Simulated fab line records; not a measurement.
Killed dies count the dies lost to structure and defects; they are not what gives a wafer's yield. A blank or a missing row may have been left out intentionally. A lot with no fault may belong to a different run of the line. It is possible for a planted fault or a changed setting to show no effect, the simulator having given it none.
Problem report, 8D (eight disciplines) form, completed by code	flow rit_cmos	the parts of the form that need people (team, actions taken, sign-off) are left out

1. PROBLEM STATEMENT
At RIT_NLDD_STRIP_09, chamber_pressure_mTorr averages 1994 mTorr over 2 wafers from 2 lots, while fault-free wafers read 4000 mTorr, standard deviation 3.4. So: -99 or more standard deviations from the usual mean.
The step: strips in O2, time 180 s.
First seen on wafer L590.3, day 5 15:27, on plasma_asher-02. At this step, 42 wafers from 14 lots have a number in the record. Rule for "out", or "out of limits": more than 4 standard deviations from the usual mean. The rest of the wafers with a number are treated as sound.

2. WHAT IT IS AND WHAT IT IS NOT
question	is	is not
which readings at this step	chamber_pressure_mTorr	drypump_motor_current_A, o2_flow_sccm
which lots	L590, L592	L577, L578, L579, L580, L581, L582, L583, L584, L586, L587, L588, L599
which wafers of those lots	L590.3, L592.4	L590.2, L590.5, L592.1, L592.3
read on which tools	plasma_asher-02	plasma_asher-01, plasma_asher-03
when	from day 5 15:27	up to then (35 sound wafers); but 5 sound wafers of L592, L599 came after

3. THE SUSPECTS, EACH WITH WHAT RULES IT OUT
Counting: any tool at a process step up to the reading remains a suspect provided it ran every lot that is out. Sound lots after the first of them don't rule it out here, since some wafers of a struck lot are sound.
- plasma_asher-02 at RIT_NLDD_STRIP_09 (strips in O2, time 180 s): kept. Every lot that is out went through it, the first being L590 (day 5 15:27); the last sound lot it ran before that was L588 (day 5 08:14). Out on those wafers are its own readings of chamber_pressure_mTorr.
- At RIT_NLDD_STRIP_09 on plasma_asher-02, chamber 0 took the sound wafers of the same lots and chamber 1 took the wafers that are out.
The count leaves plasma_asher-02 at RIT_NLDD_STRIP_09.

4. THE CAUSE (what the simulator had put in)
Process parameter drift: plasma_asher-02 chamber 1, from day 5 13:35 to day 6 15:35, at RIT_NLDD_STRIP_09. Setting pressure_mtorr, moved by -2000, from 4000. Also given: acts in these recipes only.
The count eliminated every tool but this one.

5. SEQUENCE OF EFFECTS, ordered by route
One row per reading whose mean, taken over the struck wafers that have a number, lies over 3 standard deviations from the usual. Readings are gone through only where the record gives a usual standard deviation; hours: the median, over the lots, of the time from a lot's start at the first step in this table giving one to that lot's start at this step; sigmas: the change measured in usual standard deviations.
hours	step	reading	usual	on struck wafers	change	sigmas
0	RIT_NLDD_STRIP_09	chamber_pressure_mTorr	4000 mTorr	1994	-2006	-99 or more
Process steps it contains:
- RIT_NLDD_STRIP_09: strips in O2, time 180 s.

6. HOW IT WOULD HAVE BEEN CAUGHT EARLIER
In this record the first reading out of limits was taken at day 5 15:27, 2 hours after the fault began at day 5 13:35.
